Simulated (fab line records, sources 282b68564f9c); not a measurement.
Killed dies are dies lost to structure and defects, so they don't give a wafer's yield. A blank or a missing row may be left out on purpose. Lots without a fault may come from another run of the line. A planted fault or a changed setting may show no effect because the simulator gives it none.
fab line records | flow rit_cmos
record lots=13 wafers=39 last_day=7
route steps=202 shown GATE@89 M1@202
lots that met no fault: from a run of the same line without faults
start_h: hours from the record's first day to the start of the lot's first wafer shown | wait_h: hours since the lot's step before | " the same as in the row above | L1.1+2: a row that stands for several wafers | - no value, or no start given | * or withheld: withheld | < > ~ a bound
route shown NAME@n: a module of which the file shows steps, and the number in the route of the first | usual: mean/standard deviation of fault-free wafers | same: alike in all rows | chamber/n: place in a boat | sites: the reading at each site | _std_site: their standard deviation | _edge_site: outer sites' mean less inner sites' | radius_mm: how far each site lies from the wafer's centre | mask NAME#n: copy n | behind: the tool/chamber that last shaped the wafer | hold: why the lot was held/for how many hours/how that ended | device: the transistor (n, p or np) that didn't switch | end of line: the same wafers' tests at the end of the route | a step without rows: its recipe alone | killed: dies lost to structure and defects at the first sort, not the wafer's yield | map: a wafer's dies, x killed, . not, _ none there
set.NAME: the setting as run; set.NAME@STEP: as run at that earlier step | model.NAME: the simulator's own value behind a step, which no gauge read
steps of the route over a sample of lots; a table a step, a row a wafer
services: from which hour (start_h, from the record's first day; less than 0 if before it) a tool's chamber was out of use, for how many hours, and why
## steps
# step RIT_GATE_EXPOSE_13
# recipe mask_id=M6 na=0.6 source_shape=conventional sigma_outer=0.6 target_cd_nm=150 dose_mj=380
# columns lot.wafer tool chamber start_h wait_h mask
L791.1+3+6 iline_stepper-02 0 40.51 0.1 M6#0
L792.1+3+6 iline_stepper-02 0 42.13 0.1 M6#0
L793.1+5+6 iline_stepper-02 0 51.58 0.1 M6#0
L795.1+4+5 iline_stepper-02 0 58.17 0.1 M6#0
L799.3+4+6 iline_stepper-02 0 78.50 0.2 M6_R1#0
L807.1+4+6 iline_stepper-02 0 119.17 0.2 M6#0
L808.1+2+5 iline_stepper-02 0 123.54 0.1 M6#0
L809.2+5+6 iline_stepper-01 0 130.97 0.2 M6#0
L810.4+5+6 iline_stepper-01 0 132.92 0.1 M6#0
L811.1+3+6 iline_stepper-01 0 140.47 0.1 M6#0
L812.1+4+6 iline_stepper-01 0 143.08 0.1 M6#0
L813.4+5+6 iline_stepper-02 0 149.93 0.2 M6#0
L814.2+3+6 iline_stepper-02 0 155.22 0.1 M6#0
# step RIT_GATE_CD_MEAS_16
# recipe target_cd_nm=150
# usual cd_nm=149.8/2.3
# columns lot.wafer tool chamber start_h wait_h cd_nm
L791.1 cd_sem-02 - 40.91 - 150.4
L791.3 " - " " 150.4
L791.6 " - " " 151.8
L792.1 cd_sem-02 - 42.53 - 152.0
L792.3 " - " " 150.2
L792.6 " - " " 150.7
L793.1 cd_sem-02 - 51.98 - 150.8
L793.5 " - " " 149.7
L793.6 " - " " 151.0
L795.1 cd_sem-02 - 58.57 - 153.9
L795.4 " - " " 155.9
L795.5 " - " " 155.4
L799.3 cd_sem-01 - 78.90 - 193.3
L799.4 " - " " 193.4
L799.6 " - " " 193.9
L807.1 cd_sem-01 - 119.57 - 150.9
L807.4 " - " " 149.3
L807.6 " - " " 148.8
L808.1 cd_sem-02 - 123.94 - 149.3
L808.2 " - " " 148.7
L808.5 " - " " 149.2
L809.2 cd_sem-02 - 131.37 - 151.0
L809.5 " - " " 151.2
L809.6 " - " " 151.4
L810.4 cd_sem-01 - 133.32 - 146.8
L810.5 " - " " 145.5
L810.6 " - " " 147.0
L811.1 cd_sem-01 - 140.87 - 145.4
L811.3 " - " " 145.6
L811.6 " - " " 149.1
L812.1 cd_sem-02 - 143.48 - 153.0
L812.4 " - " " 149.2
L812.6 " - " " 151.3
L813.4 cd_sem-02 - 150.33 - 146.9
L813.5 " - " " 148.0
L813.6 " - " " 148.3
L814.2 cd_sem-01 - 155.70 - 154.3
L814.3 " - " " 153.5
L814.6 " - " " 155.0
# step RIT_M1_PROBE_99
# usual killed_at_M0_to_M3=0.0/0.18 killed_at_contacts=0.1/0.32 killed_at_front_end=7/3 killed_dies=7/3.1 killed_on_rim=1.9/1.5 killed_open=3.3/1.8 killed_short=3.6/2
# same gross_dies=264 killed_at_M4_up=0 killed_at_back_side=0 killed_at_other=0
# columns lot.wafer tool chamber start_h wait_h killed_at_M0_to_M3 killed_at_contacts killed_at_front_end killed_dies killed_on_rim killed_open killed_short
L793.1 prober-01 - 73.47 0.1 0 0 7 7 1 4 3
L793.5 prober-01 - 73.67 0.2 0 0 12 12 2 6 6
L793.6 prober-01 - 73.72 0.2 0 0 9 9 1 5 4
L799.3 prober-01 - 101.73 0.2 1 0 263 264 70 2 1
L799.4 prober-01 - 101.78 0.2 0 0 264 264 70 4 3
L799.6 prober-01 - 101.88 0.2 0 0 264 264 70 5 4
L807.1 prober-01 - 140.73 0.1 0 0 6 6 2 2 4
L807.4 prober-01 - 140.88 0.2 0 0 4 4 1 2 2
L807.6 prober-01 - 140.98 0.2 0 0 6 6 2 5 1
L808.1 prober-02 - 144.08 0.1 0 0 12 12 4 6 6
L808.2 prober-02 - 144.13 0.1 0 0 10 10 2 6 4
L808.5 prober-02 - 144.28 0.2 0 0 11 11 2 5 6
L813.4 prober-01 - 174.29 0.2 0 0 7 7 3 2 4
L813.5 prober-01 - 174.34 0.2 0 0 9 9 1 5 4
L813.6 prober-01 - 174.39 0.2 0 0 6 6 3 4 2
# killed by level:class
L793.1 FOX1:geometric_particle:open=1 FOX2:geometric_particle:open=1 GATE:geometric_particle:short=1 REOX:geometric_particle:short=1 REOX:geometric_particle:open=1 SPACER:geometric_particle:open=1 SILICIDE:geometric_particle:short=1
L793.5 SPACER:geometric_particle:open=3 GATE:geometric_particle:open=2 SPACER:geometric_particle:short=2 FOX1:geometric_particle:short=1 GATE:geometric_particle:short=1 REOX:geometric_particle:short=1 SILICIDE:geometric_particle:open=1 SILICIDE:geometric_particle:short=1
L793.6 GATE:geometric_particle:open=4 REOX:geometric_particle:short=3 SPACER:geometric_particle:open=1 SPACER:geometric_particle:short=1
L799.3 GATE:area_expose=260 GATE:geometric_particle:open=1 REOX:geometric_particle:open=1 SILICIDE:geometric_particle:short=1 M1:coat_microbubble_printed=1
L799.4 GATE:area_expose=257 FOX1:geometric_particle:short=2 FOX1:geometric_particle:open=2 GATE:geometric_particle:open=2 REOX:geometric_particle:short=1
L799.6 GATE:area_expose=255 GATE:geometric_particle:open=4 SILICIDE:geometric_particle:short=3 GATE:geometric_particle:short=1 SILICIDE:geometric_particle:open=1
L807.1 FOX1:geometric_particle:open=1 GATE:geometric_particle:short=1 SPACER:geometric_particle:open=1 REOX:geometric_particle:short=1 SPACER:geometric_particle:short=1 SILICIDE:geometric_particle:short=1
L807.4 FOX1:geometric_particle:open=1 FOX2:geometric_particle:short=1 GATE:geometric_particle:open=1 GATE:geometric_particle:short=1
L807.6 SPACER:geometric_particle:open=3 GATE:geometric_particle:open=1 REOX:geometric_particle:short=1 SILICIDE:geometric_particle:open=1
L808.1 SILICIDE:geometric_particle:open=3 FOX1:geometric_particle:short=2 FOX2:geometric_particle:short=2 SILICIDE:geometric_particle:short=2 SPACER:geometric_particle:open=1 FOX1:geometric_particle:open=1 FOX2:geometric_particle:open=1
L808.2 SPACER:geometric_particle:open=3 GATE:geometric_particle:short=2 SILICIDE:geometric_particle:short=2 FOX2:geometric_particle:open=1 GATE:geometric_particle:open=1 REOX:geometric_particle:open=1
L808.5 FOX1:geometric_particle:short=2 GATE:geometric_particle:open=2 SPACER:geometric_particle:open=2 FOX2:geometric_particle:open=1 GATE:geometric_particle:short=1 REOX:geometric_particle:short=1 SPACER:geometric_particle:short=1 SILICIDE:geometric_particle:short=1
L813.4 SPACER:geometric_particle:short=3 ACTIVE:geometric_particle:open=1 FOX1:geometric_particle:short=1 GATE:geometric_particle:open=1 PRETRO:coat_microbubble_printed=1
L813.5 REOX:geometric_particle:open=3 FOX1:geometric_particle:short=1 FOX1:geometric_particle:open=1 FOX2:geometric_particle:short=1 GATE:geometric_particle:short=1 GATE:geometric_particle:open=1 REOX:geometric_particle:short=1
L813.6 SPACER:geometric_particle:open=2 FOX1:geometric_particle:open=1 FOX1:geometric_particle:short=1 GATE:geometric_particle:short=1 SILICIDE:geometric_particle:open=1
## services
# columns tool chamber start_h hours kind
iline_stepper-01 - 35.95 1.7 pm
iline_stepper-02 0 58.50 - calibration
iline_stepper-01 - 90.75 4.4 pm
iline_stepper-02 - 97.09 1.7 pm
## key
first_sign step=RIT_GATE_EXPOSE_13 reading=mask direction=changed
effect step=RIT_GATE_CD_MEAS_16 reading=cd_nm direction=up sigmas=19 usual=149.8 struck=193.5
effect step=RIT_M1_PROBE_99 reading=killed_at_front_end direction=up sigmas=84 usual=7 struck=264
more_kills_born_at RIT_GATE_EXPOSE_13@iline_stepper-02=772
met_at RIT_GATE_EXPOSE_13
struck_lots L799
later_rows_left_out L799.3,L799.4,L799.6
tester_left_out L799
onset_between 58.17 78.50
fault kind=wrong_mask tool=any chamber=- onset_h=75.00 steps=RIT_GATE_EXPOSE_13 aux_copy=M6_R1#0 cd_offset_nm=45 scope=struck_lots_only
# tester_left_out: of these lots the tester's yield and bins aren't shown, on N5 and GAA mostly nor the transistor test; their killed dies are dies lost to structure and defects alone, not to doping, threshold or leakage, so they don't give the yield
# later_rows_left_out: the simulator's readings of these wafers behind a module that went badly wrong aren't trusted and aren't shown, but for the sort
